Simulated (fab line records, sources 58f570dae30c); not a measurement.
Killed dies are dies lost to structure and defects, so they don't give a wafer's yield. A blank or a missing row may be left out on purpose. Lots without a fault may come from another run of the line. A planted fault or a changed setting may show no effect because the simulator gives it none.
One fault seen from 2 desks | flow berkeley_cmos170 | each desk has only its own numbers; what lay behind them comes last

THE METROLOGY DESK
What the gauges read, lot by lot, whatever tool the lot ran on: means of the sampled wafers that have a number. A lot is out of limits, marked OUT, if its mean lies more than 4 standard deviations from the usual mean; the brackets give that distance.
Columns: A = NLDD_OVL at UCB170_NLDD_OVL_MEAS_07, usual 6 nm; B = PSD_OVL at UCB170_PSD_OVL_MEAS_07, usual 3 nm; C = PSD_RS at UCB170_SDANNEAL_RS_MEAS_02, usual 75.5 ohm/sq; D = NSD_RS at UCB170_SDANNEAL_RS_MEAS_03, usual 37.26 ohm/sq; E = PLDD_RS at UCB170_SDANNEAL_RS_MEAS_04, usual 1032 ohm/sq; F = cd_nm at UCB170_M1_CD_MEAS_09, usual 700.6 nm
lot  | first seen here | A  | B  | C              | D               | E    | F
L327 | day 5 14:24     | 1  | 3  | 76.1           | 37.38           | 1033 | 702.0
L330 | day 6 23:25     | 6  | -2 | 75.6           | 37.27           | 1026 | 701.0
L329 | day 6 23:39     | 13 | -0 | 75.3           | 37.16           | 1034 | 700.2
L332 | day 6 23:57     | 10 | 9  | 75.5           | 37.11           | 1028 | 700.4
L331 | day 7 12:55     | -0 | -2 | 75.4           | 37.29           | 1031 | 699.3
L333 | day 7 13:12     | 12 | 4  | 75.8           | 37.28           | 1031 | 702.7
L334 | day 8 01:04     | 6  | 3  | 75.3           | 37.19           | 1029 | 697.9
L337 | day 8 14:19     | -9 | 3  | 75.1           | 37.19           | 1030 | 700.2
L341 | day 9 00:53     | 4  | -8 | 69.2 (-16) OUT | 35.77 (-12) OUT | 1021 | 702.5
L340 | day 9 01:10     | 7  | 7  | 70.1 (-14) OUT | 36.06 (-10) OUT | 1024 | 700.2
L344 | day 10 02:56    | 3  | 6  | 76.0           | 37.40           | 1039 | 701.4
L345 | day 10 11:11    | 2  | -0 | 75.0           | 37.19           | 1031 | 700.4
L347 | day 10 16:33    | 11 | 6  | 75.5           | 37.19           | 1032 | 700.3
L348 | day 11 00:32    | 0  | -1 | 75.9           | 37.28           | 1031 | 700.1
This desk's finding: out of limits on L340, L341; first on L341, day 9 14:10 (PSD_RS at UCB170_SDANNEAL_RS_MEAS_02). In limits: L327, L330, L329, L332, L331, L333, L334, L337, L344, L345, L347, L348.

THE TOOL OWNER'S DESK: rtp_anneal-01
The tool's own readings at UCB170_SDANNEAL_RTA_01 (time 5 s): means of the sampled wafers that have a number, for each lot that ran on this tool. A lot is out of limits, marked OUT, if its mean lies more than 4 standard deviations from the usual mean; the brackets give that distance.
Columns: A = lamp_power_pct at UCB170_SDANNEAL_RTA_01, usual 37.5 %; B = wafer_temp_C_max at UCB170_SDANNEAL_RTA_01, usual 1055.2
lot  | first seen here | A    | B
L327 | day 5 22:10     | 36.7 | 1054.6
L330 | day 7 07:43     | 36.6 | 1054.1
L329 | day 7 08:10     | 36.6 | 1054.7
L333 | day 8 00:53     | 36.7 | 1054.1
L337 | day 9 01:28     | 36.7 | 1053.7
L341 | day 9 14:05     | 36.7 | 1053.8
L340 | day 9 14:17     | 36.6 | 1054.7
This desk's finding: nothing out of limits on any of the 7 lots.

PUT TOGETHER
The metrology desk could have raised an alarm at day 9 14:10, on L340, L341.
The tool owner's desk saw nothing out of limits.
The tool owner's desk has L340, L341 on record, within its limits.
Of the lots named, all ran UCB170_SDANNEAL_RTA_01 on rtp_anneal-01.

WHAT THE SIMULATOR HAD PUT IN
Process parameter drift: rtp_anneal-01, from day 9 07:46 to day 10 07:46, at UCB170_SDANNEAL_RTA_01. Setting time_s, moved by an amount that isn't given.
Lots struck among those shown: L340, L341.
Hours from the fault's start to each desk's first reading out of limits: the metrology desk, 6.
